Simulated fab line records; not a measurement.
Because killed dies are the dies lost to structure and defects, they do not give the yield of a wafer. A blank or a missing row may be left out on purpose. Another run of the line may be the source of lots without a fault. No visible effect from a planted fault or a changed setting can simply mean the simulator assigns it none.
fab line records || flow ritCmos
record {"lots": 15, "wafers": 45, "lastDay": 8}
route steps=202 shown NLDD@111
lots untouched by any fault: they come from a run of this same line in which no faults occurred
startH: hours from the record's first day to the start of the lot's first wafer shown || waitH: hours since the lot's step before || " identical to the entry in the row above || L1.1+2: a row that stands for several wafers || - no value present, or no start provided || * or withheld: withheld || < > ~ a bound
route shown NAME@n: names a module that has steps shown in the file, with the first one's number in the route || usual: mean/standard deviation of fault-free wafers || same: alike in all rows || chamber/n: place in a boat || sites: readings site by site || _std_site: how widely they spread, as a standard deviation || _edge_site: mean of outer sites minus mean of inner sites || radiusMm: how far each site lies from the wafer's centre || mask NAME#n: copy n || behind: tool/chamber where the wafer was last shaped || hold: what put the lot on hold/how long, in hours/how the hold closed || device: the transistor (n, p or np) that didn't switch || end of line: at the end of the route, the tests of the same wafers || for a step that has no rows: nothing shown but its recipe || killed: dies that structure and defects cost at the first sort, which is not the same as the wafer's yield || map: a wafer's dies, marking killed ones x, the rest . and places with no die _
set.NAME: the setting the step ran with; set.NAME@STEP: the setting that earlier step ran with || model.NAME: the simulator's own value behind a step, which no gauge read
a sample of lots followed through the steps of the route, with each step as a table and each wafer as a row
services: from which hour (startH, from the record's first day; less than 0 if before it) a tool's chamber was out of use, for how many hours, and why
## steps
# step RIT_NLDD_IMPLANT_08
# recipe {"species": "P", "energyKev": 20, "doseCm2": 5e+14, "tiltDeg": 7}
# usual {"beamEnergyKeV": "20.000/0.0055", "endStationPressureTorr": "6.3e-06/3.2e-07", "tiltDeg": "6.999/0.019"}
{"lot.wafer": "L531.2", "tool": "implanter-01", "chamber": 0, "startH": 42.37, "waitH": 0.1, "beamEnergyKeV": 20.008, "endStationPressureTorr": 6.4e-06, "tiltDeg": 6.981}
{"lot.wafer": "L531.3", "tool": "implanter-01", "chamber": 0, "startH": 42.37, "waitH": 0.1, "beamEnergyKeV": 20.007, "endStationPressureTorr": 6.4e-06, "tiltDeg": 6.996}
{"lot.wafer": "L531.4", "tool": "implanter-01", "chamber": 0, "startH": 42.37, "waitH": 0.1, "beamEnergyKeV": 20.003, "endStationPressureTorr": 6.2e-06, "tiltDeg": 7.043}
{"lot.wafer": "L532.2", "tool": "implanter-01", "chamber": 0, "startH": 47.40, "waitH": 0.1, "beamEnergyKeV": 20.000, "endStationPressureTorr": 6e-06, "tiltDeg": 6.981}
{"lot.wafer": "L532.3", "tool": "implanter-01", "chamber": 0, "startH": 47.40, "waitH": 0.1, "beamEnergyKeV": 20.002, "endStationPressureTorr": 5.9e-06, "tiltDeg": 7.011}
{"lot.wafer": "L532.6", "tool": "implanter-01", "chamber": 0, "startH": 47.40, "waitH": 0.1, "beamEnergyKeV": 20.001, "endStationPressureTorr": 6.1e-06, "tiltDeg": 7.004}
{"lot.wafer": "L535.1", "tool": "implanter-01", "chamber": 0, "startH": 64.44, "waitH": 0.1, "beamEnergyKeV": 19.993, "endStationPressureTorr": 6.3e-06, "tiltDeg": 6.957}
{"lot.wafer": "L535.4", "tool": "implanter-01", "chamber": 0, "startH": 64.44, "waitH": 0.1, "beamEnergyKeV": 19.995, "endStationPressureTorr": 6.1e-06, "tiltDeg": 6.970}
{"lot.wafer": "L535.5", "tool": "implanter-01", "chamber": 0, "startH": 64.44, "waitH": 0.1, "beamEnergyKeV": 19.999, "endStationPressureTorr": 6.7e-06, "tiltDeg": 6.991}
{"lot.wafer": "L536.1", "tool": "implanter-01", "chamber": 0, "startH": 67.72, "waitH": 0.1, "beamEnergyKeV": 20.003, "endStationPressureTorr": 5.8e-06, "tiltDeg": 7.330}
{"lot.wafer": "L536.3", "tool": "implanter-01", "chamber": 0, "startH": 67.72, "waitH": 0.1, "beamEnergyKeV": 19.995, "endStationPressureTorr": 6.3e-06, "tiltDeg": 7.361}
{"lot.wafer": "L536.6", "tool": "implanter-01", "chamber": 0, "startH": 67.72, "waitH": 0.1, "beamEnergyKeV": 19.992, "endStationPressureTorr": 6.1e-06, "tiltDeg": 7.366}
{"lot.wafer": "L537.1", "tool": "implanter-01", "chamber": 0, "startH": 72.24, "waitH": 0.1, "beamEnergyKeV": 20.002, "endStationPressureTorr": 6.7e-06, "tiltDeg": 7.352}
{"lot.wafer": "L537.3", "tool": "implanter-01", "chamber": 0, "startH": 72.24, "waitH": 0.1, "beamEnergyKeV": 20.011, "endStationPressureTorr": 5.9e-06, "tiltDeg": 7.326}
{"lot.wafer": "L537.4", "tool": "implanter-01", "chamber": 0, "startH": 72.24, "waitH": 0.1, "beamEnergyKeV": 20.007, "endStationPressureTorr": 6.1e-06, "tiltDeg": 7.358}
{"lot.wafer": "L538.1", "tool": "implanter-04", "chamber": 0, "startH": 76.17, "waitH": 0.1, "beamEnergyKeV": 20.008, "endStationPressureTorr": 6.3e-06, "tiltDeg": 7.025}
{"lot.wafer": "L538.4", "tool": "implanter-04", "chamber": 0, "startH": 76.17, "waitH": 0.1, "beamEnergyKeV": 20.001, "endStationPressureTorr": 5.9e-06, "tiltDeg": 7.014}
{"lot.wafer": "L538.6", "tool": "implanter-04", "chamber": 0, "startH": 76.17, "waitH": 0.1, "beamEnergyKeV": 20.011, "endStationPressureTorr": 6.2e-06, "tiltDeg": 7.020}
{"lot.wafer": "L539.2", "tool": "implanter-01", "chamber": 0, "startH": 82.82, "waitH": 0.1, "beamEnergyKeV": 20.002, "endStationPressureTorr": 6.8e-06, "tiltDeg": 7.358}
{"lot.wafer": "L539.4", "tool": "implanter-01", "chamber": 0, "startH": 82.82, "waitH": 0.1, "beamEnergyKeV": 20.003, "endStationPressureTorr": 6.4e-06, "tiltDeg": 7.355}
{"lot.wafer": "L539.6", "tool": "implanter-01", "chamber": 0, "startH": 82.82, "waitH": 0.1, "beamEnergyKeV": 20.006, "endStationPressureTorr": 5.9e-06, "tiltDeg": 7.339}
{"lot.wafer": "L544.3", "tool": "implanter-04", "chamber": 0, "startH": 110.77, "waitH": 0.1, "beamEnergyKeV": 20.002, "endStationPressureTorr": 5.7e-06, "tiltDeg": 6.956}
{"lot.wafer": "L544.4", "tool": "implanter-04", "chamber": 0, "startH": 110.77, "waitH": 0.1, "beamEnergyKeV": 20.003, "endStationPressureTorr": 6.2e-06, "tiltDeg": 6.986}
{"lot.wafer": "L544.5", "tool": "implanter-04", "chamber": 0, "startH": 110.77, "waitH": 0.1, "beamEnergyKeV": 19.994, "endStationPressureTorr": 6e-06, "tiltDeg": 6.999}
{"lot.wafer": "L545.1", "tool": "implanter-04", "chamber": 0, "startH": 119.35, "waitH": 0.1, "beamEnergyKeV": 20.004, "endStationPressureTorr": 6.7e-06, "tiltDeg": 6.993}
{"lot.wafer": "L545.5", "tool": "implanter-04", "chamber": 0, "startH": 119.35, "waitH": 0.1, "beamEnergyKeV": 20.002, "endStationPressureTorr": 6.1e-06, "tiltDeg": 7.020}
{"lot.wafer": "L545.6", "tool": "implanter-04", "chamber": 0, "startH": 119.35, "waitH": 0.1, "beamEnergyKeV": 20.002, "endStationPressureTorr": 6.3e-06, "tiltDeg": 7.010}
{"lot.wafer": "L547.1", "tool": "implanter-02", "chamber": 0, "startH": 126.09, "waitH": 0.1, "beamEnergyKeV": 20.007, "endStationPressureTorr": 6.3e-06, "tiltDeg": 7.020}
{"lot.wafer": "L547.2", "tool": "implanter-02", "chamber": 0, "startH": 126.09, "waitH": 0.1, "beamEnergyKeV": 20.000, "endStationPressureTorr": 5.9e-06, "tiltDeg": 6.991}
{"lot.wafer": "L547.5", "tool": "implanter-02", "chamber": 0, "startH": 126.09, "waitH": 0.1, "beamEnergyKeV": 19.997, "endStationPressureTorr": 6e-06, "tiltDeg": 6.982}
{"lot.wafer": "L549.1", "tool": "implanter-04", "chamber": 0, "startH": 142.50, "waitH": 0.1, "beamEnergyKeV": 20.001, "endStationPressureTorr": 6.4e-06, "tiltDeg": 6.989}
{"lot.wafer": "L549.3", "tool": "implanter-04", "chamber": 0, "startH": 142.50, "waitH": 0.1, "beamEnergyKeV": 19.993, "endStationPressureTorr": 6.4e-06, "tiltDeg": 6.999}
{"lot.wafer": "L549.5", "tool": "implanter-04", "chamber": 0, "startH": 142.50, "waitH": 0.1, "beamEnergyKeV": 20.001, "endStationPressureTorr": 6.1e-06, "tiltDeg": 7.008}
{"lot.wafer": "L551.2", "tool": "implanter-02", "chamber": 0, "startH": 147.70, "waitH": 0.1, "beamEnergyKeV": 19.996, "endStationPressureTorr": 6.5e-06, "tiltDeg": 7.040}
{"lot.wafer": "L551.3", "tool": "implanter-02", "chamber": 0, "startH": 147.70, "waitH": 0.1, "beamEnergyKeV": 19.992, "endStationPressureTorr": 6.2e-06, "tiltDeg": 6.997}
{"lot.wafer": "L551.5", "tool": "implanter-02", "chamber": 0, "startH": 147.70, "waitH": 0.1, "beamEnergyKeV": 19.987, "endStationPressureTorr": 6.3e-06, "tiltDeg": 7.032}
{"lot.wafer": "L552.1", "tool": "implanter-01", "chamber": 0, "startH": 157.14, "waitH": 0.1, "beamEnergyKeV": 20.006, "endStationPressureTorr": 6.1e-06, "tiltDeg": 6.987}
{"lot.wafer": "L552.4", "tool": "implanter-01", "chamber": 0, "startH": 157.14, "waitH": 0.1, "beamEnergyKeV": 20.002, "endStationPressureTorr": 5.7e-06, "tiltDeg": 7.008}
{"lot.wafer": "L552.5", "tool": "implanter-01", "chamber": 0, "startH": 157.14, "waitH": 0.1, "beamEnergyKeV": 19.995, "endStationPressureTorr": 6.2e-06, "tiltDeg": 6.985}
{"lot.wafer": "L553.1", "tool": "implanter-01", "chamber": 0, "startH": 159.71, "waitH": 0.1, "beamEnergyKeV": 20.007, "endStationPressureTorr": 6.4e-06, "tiltDeg": 7.006}
{"lot.wafer": "L553.4", "tool": "implanter-01", "chamber": 0, "startH": 159.71, "waitH": 0.1, "beamEnergyKeV": 20.002, "endStationPressureTorr": 6.5e-06, "tiltDeg": 7.028}
{"lot.wafer": "L553.6", "tool": "implanter-01", "chamber": 0, "startH": 159.71, "waitH": 0.1, "beamEnergyKeV": 19.998, "endStationPressureTorr": 6.3e-06, "tiltDeg": 6.988}
{"lot.wafer": "L554.1", "tool": "implanter-01", "chamber": 0, "startH": 170.50, "waitH": 0.1, "beamEnergyKeV": 20.000, "endStationPressureTorr": 6.3e-06, "tiltDeg": 7.018}
{"lot.wafer": "L554.2", "tool": "implanter-01", "chamber": 0, "startH": 170.50, "waitH": 0.1, "beamEnergyKeV": 20.006, "endStationPressureTorr": 6e-06, "tiltDeg": 7.021}
{"lot.wafer": "L554.6", "tool": "implanter-01", "chamber": 0, "startH": 170.50, "waitH": 0.1, "beamEnergyKeV": 19.995, "endStationPressureTorr": 5.6e-06, "tiltDeg": 7.007}
## services
{"tool": "implanter-04", "chamber": "-", "startH": 106.25, "hours": 4.0, "kind": "repair"}
{"tool": "implanter-01", "chamber": "-", "startH": 110.63, "hours": 8.1, "kind": "repair"}
{"tool": "implanter-04", "chamber": "-", "startH": 132.64, "hours": 3.3, "kind": "pm"}
## key
firstSign {"step": "RIT_NLDD_IMPLANT_08", "reading": "tiltDeg", "direction": "up", "sigmas": 18, "usual": 6.999, "struck": 7.349}
effect none on later readings
metAt RIT_NLDD_IMPLANT_08
struckLots L536,L537,L539
testerLeftOut L536,L537,L539
onsetBetween 64.44 67.72
fault {"kind": "processParameterDrift", "tool": "implanter-01", "chamber": "-", "onsetH": 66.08, "steps": "RIT_NLDD_IMPLANT_08", "channel": "tiltDeg", "offset": 0.3371, "shape": "step", "endH": 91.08, "actsIn": "theseRecipesOnly", "stated": 7}
# testerLeftOut: of these lots the tester's yield and bins aren't shown, on N5 and GAA mostly nor the transistor test; their killed dies are dies lost to structure and defects alone, not to doping, threshold or leakage, so they don't give the yield
